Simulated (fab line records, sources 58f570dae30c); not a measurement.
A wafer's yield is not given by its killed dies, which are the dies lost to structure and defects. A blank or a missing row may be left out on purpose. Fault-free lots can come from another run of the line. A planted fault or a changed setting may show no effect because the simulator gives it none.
Which tool is to blame? / flow berkeley cmos170 / Sampling: 15 lots, 45 wafers, 3 of 331 route steps

== WHAT THE GAUGES READ, wafer by wafer ==
UCB170_V2_OVL_MEAS_13.
lot=L178; measured=day 7 05:21; on=overlay-01; V2_OVL (nm)=-8 -8 -9
lot=L179; measured=day 7 17:55; on=overlay-02; V2_OVL (nm)=-2 0 -2
lot=L180; measured=day 7 17:32; on=overlay-01; V2_OVL (nm)=-7 -11 -4
lot=L181; measured=day 8 06:25; on=overlay-02; V2_OVL (nm)=0 3 7
lot=L182; measured=day 8 17:59; on=overlay-02; V2_OVL (nm)=2 4 4
lot=L184; measured=day 8 18:16; on=overlay-01; V2_OVL (nm)=-4 2 -7
lot=L185; measured=day 9 11:19; on=overlay-02; V2_OVL (nm)=3 -3 3
lot=L190; measured=day 10 03:04; on=overlay-02; V2_OVL (nm)=-8 -7 -2
lot=L195; measured=day 11 07:09; on=overlay-01; V2_OVL (nm)=2 -1 1
lot=L196; measured=day 11 07:42; on=overlay-01; V2_OVL (nm)=-1 -3 3
lot=L197; measured=day 11 20:02; on=overlay-01; V2_OVL (nm)=-9 1 -6
lot=L200; measured=day 12 10:53; on=overlay-01; V2_OVL (nm)=-3 -3 -7

== WHICH TOOL RAN EACH LOT (tool, then ch and the chambers of the sampled wafers, then the start) ==
lot=L178; UCB170_ZERO_EXPOSE_03=krf scanner-01 ch 0, day 1 15:58; UCB170_ZERO_ETCH_06=rie diel-03 ch 0,3, day 1 16:43
lot=L179; UCB170_ZERO_EXPOSE_03=krf scanner-02 ch 0, day 2 01:20; UCB170_ZERO_ETCH_06=rie diel-02 ch 0,1,3, day 2 01:44
lot=L180; UCB170_ZERO_EXPOSE_03=krf scanner-02 ch 0, day 2 04:38; UCB170_ZERO_ETCH_06=rie diel-01 ch 1,2,3, day 2 05:22
lot=L181; UCB170_ZERO_EXPOSE_03=krf scanner-01 ch 0, day 2 10:37; UCB170_ZERO_ETCH_06=rie diel-01 ch 2,3, day 2 11:01
lot=L182; UCB170_ZERO_EXPOSE_03=krf scanner-02 ch 0, day 2 16:56; UCB170_ZERO_ETCH_06=rie diel-01 ch 0,1,3, day 2 17:23
lot=L184; UCB170_ZERO_EXPOSE_03=krf scanner-02 ch 0, day 3 03:07; UCB170_ZERO_ETCH_06=rie diel-02 ch 0,1,3, day 3 03:48
lot=L185; UCB170_ZERO_EXPOSE_03=krf scanner-02 ch 0, day 3 08:28; UCB170_ZERO_ETCH_06=rie diel-03 ch 0,3, day 3 08:52
lot=L186; UCB170_ZERO_EXPOSE_03=krf scanner-02, day 3 13:31; UCB170_ZERO_ETCH_06=rie diel-03 ch 0,2,3, day 3 13:54
lot=L187; UCB170_ZERO_EXPOSE_03=krf scanner-02, day 3 19:52; UCB170_ZERO_ETCH_06=rie diel-03 ch 0,1, day 3 20:15
lot=L188; UCB170_ZERO_EXPOSE_03=krf scanner-01, day 3 20:06; UCB170_ZERO_ETCH_06=rie diel-01 ch 1,2, day 3 20:32
lot=L190; UCB170_ZERO_EXPOSE_03=krf scanner-02 ch 0, day 4 05:04; UCB170_ZERO_ETCH_06=rie diel-03 ch 0,1,3, day 4 05:31
lot=L195; UCB170_ZERO_EXPOSE_03=krf scanner-02 ch 0, day 5 06:44; UCB170_ZERO_ETCH_06=rie diel-01 ch 0,2, day 5 07:28
lot=L196; UCB170_ZERO_EXPOSE_03=krf scanner-02 ch 0, day 5 10:31; UCB170_ZERO_ETCH_06=rie diel-02 ch 1,2, day 5 11:14
lot=L197; UCB170_ZERO_EXPOSE_03=krf scanner-01 ch 0, day 5 15:53; UCB170_ZERO_ETCH_06=rie diel-03 ch 2,3, day 5 16:28
lot=L200; UCB170_ZERO_EXPOSE_03=krf scanner-01 ch 0, day 6 11:38; UCB170_ZERO_ETCH_06=rie diel-03 ch 0,2,3, day 6 12:21
- UCB170_ZERO_EXPOSE_03: exposes mask PM MARKS, target cd 4000 nm.
- UCB170_ZERO_ETCH_06: etches SiO2 in CHF3/CF4/Ar, time 12 s.

== AS READ BY THE TOOLS THEMSELVES (means over the sampled wafers that have a number; for cases with no such wafer, the mark the record gives instead) ==
UCB170_ZERO_EXPOSE_03.
lot=L178; tool=krf scanner-01; exposure dose mJ cm2=29.974; focus offset nm (nm)=-0.0
lot=L179; tool=krf scanner-02; exposure dose mJ cm2=30.014; focus offset nm (nm)=-0.0
lot=L180; tool=krf scanner-02; exposure dose mJ cm2=29.982; focus offset nm (nm)=0.1
lot=L181; tool=krf scanner-01; exposure dose mJ cm2=30.005; focus offset nm (nm)=0.4
lot=L182; tool=krf scanner-02; exposure dose mJ cm2=29.976; focus offset nm (nm)=-0.5
lot=L184; tool=krf scanner-02; exposure dose mJ cm2=30.004; focus offset nm (nm)=-0.8
lot=L185; tool=krf scanner-02; exposure dose mJ cm2=29.975; focus offset nm (nm)=-0.2
lot=L186; tool=krf scanner-02; exposure dose mJ cm2=-; focus offset nm (nm)=-
lot=L187; tool=krf scanner-02; exposure dose mJ cm2=-; focus offset nm (nm)=-
lot=L188; tool=krf scanner-01; exposure dose mJ cm2=-; focus offset nm (nm)=-
lot=L190; tool=krf scanner-02; exposure dose mJ cm2=30.034; focus offset nm (nm)=0.0
lot=L195; tool=krf scanner-02; exposure dose mJ cm2=30.011; focus offset nm (nm)=0.0
lot=L196; tool=krf scanner-02; exposure dose mJ cm2=29.991; focus offset nm (nm)=0.5
lot=L197; tool=krf scanner-01; exposure dose mJ cm2=30.008; focus offset nm (nm)=0.2
lot=L200; tool=krf scanner-01; exposure dose mJ cm2=30.018; focus offset nm (nm)=-0.1

UCB170_ZERO_ETCH_06.
lot=L178; tool=rie diel-03; drypump motor current A (A)=5.4; oes product au (a.u.)=0.625; rf fwd power W (W)=494.4; throttle valve pct (%)=9.29
lot=L179; tool=rie diel-02; drypump motor current A (A)=5.9; oes product au (a.u.)=0.625; rf fwd power W (W)=489.1; throttle valve pct (%)=9.33
lot=L180; tool=rie diel-01; drypump motor current A (A)=5.9; oes product au (a.u.)=0.625; rf fwd power W (W)=492.5; throttle valve pct (%)=9.14
lot=L181; tool=rie diel-01; drypump motor current A (A)=6.2; oes product au (a.u.)=0.617; rf fwd power W (W)=490.7; throttle valve pct (%)=9.10
lot=L182; tool=rie diel-01; drypump motor current A (A)=5.6; oes product au (a.u.)=0.626; rf fwd power W (W)=492.2; throttle valve pct (%)=9.18
lot=L184; tool=rie diel-02; drypump motor current A (A)=5.9; oes product au (a.u.)=0.623; rf fwd power W (W)=489.4; throttle valve pct (%)=9.34
lot=L185; tool=rie diel-03; drypump motor current A (A)=5.4; oes product au (a.u.)=0.618; rf fwd power W (W)=494.6; throttle valve pct (%)=9.30
lot=L186; tool=rie diel-03; drypump motor current A (A)=5.6; oes product au (a.u.)=0.371; rf fwd power W (W)=492.2; throttle valve pct (%)=9.15
lot=L187; tool=rie diel-03; drypump motor current A (A)=5.5; oes product au (a.u.)=0.375; rf fwd power W (W)=495.6; throttle valve pct (%)=9.36
lot=L188; tool=rie diel-01; drypump motor current A (A)=5.9; oes product au (a.u.)=0.381; rf fwd power W (W)=493.8; throttle valve pct (%)=9.21
lot=L190; tool=rie diel-03; drypump motor current A (A)=5.4; oes product au (a.u.)=0.611; rf fwd power W (W)=492.9; throttle valve pct (%)=9.31
lot=L195; tool=rie diel-01; drypump motor current A (A)=6.0; oes product au (a.u.)=0.628; rf fwd power W (W)=490.8; throttle valve pct (%)=9.21
lot=L196; tool=rie diel-02; drypump motor current A (A)=5.5; oes product au (a.u.)=0.620; rf fwd power W (W)=487.0; throttle valve pct (%)=9.18
lot=L197; tool=rie diel-03; drypump motor current A (A)=5.7; oes product au (a.u.)=0.612; rf fwd power W (W)=489.7; throttle valve pct (%)=9.06
lot=L200; tool=rie diel-03; drypump motor current A (A)=5.6; oes product au (a.u.)=0.614; rf fwd power W (W)=491.1; throttle valve pct (%)=9.18

== THE ANSWER, worked out from the rows above alone ==
Rule: what is usual is taken from the lots themselves. Put in order of their means at a reading, lots are off if they are a third of the lots or fewer, leave a main group of 4 or more, and stand apart from it by a gap of 3 or more times the standard deviation of the main group's means; of several such gaps the widest counts. A main group is skipped when, at the precision printed for the reading in the tables above, its means are all equal. Also off: a lot with no number at a reading for which 4 or more lots have one. Any other lot the step has rows for is counted as sound. The gauges are gone through in route order, then the tools' own readings, and for those a lot's mean is taken as printed above. At the first step where some lot is off, the reading lying furthest off is the one used; lots without a number count as furthest.
Off at UCB170_ZERO_EXPOSE_03 (exposure dose mJ cm2): L186, L187, L188. Without a number there: L186, L187, L188. The main group has a mean of 29.999 with a standard deviation of 0.019.
If a tool, at that step or one of the process steps before it, ran each lot that is off and ran no sound lot following the first of them, it fits. None of those tried fits.

== WHAT HAD BEEN PUT IN BY THE SIMULATOR ==
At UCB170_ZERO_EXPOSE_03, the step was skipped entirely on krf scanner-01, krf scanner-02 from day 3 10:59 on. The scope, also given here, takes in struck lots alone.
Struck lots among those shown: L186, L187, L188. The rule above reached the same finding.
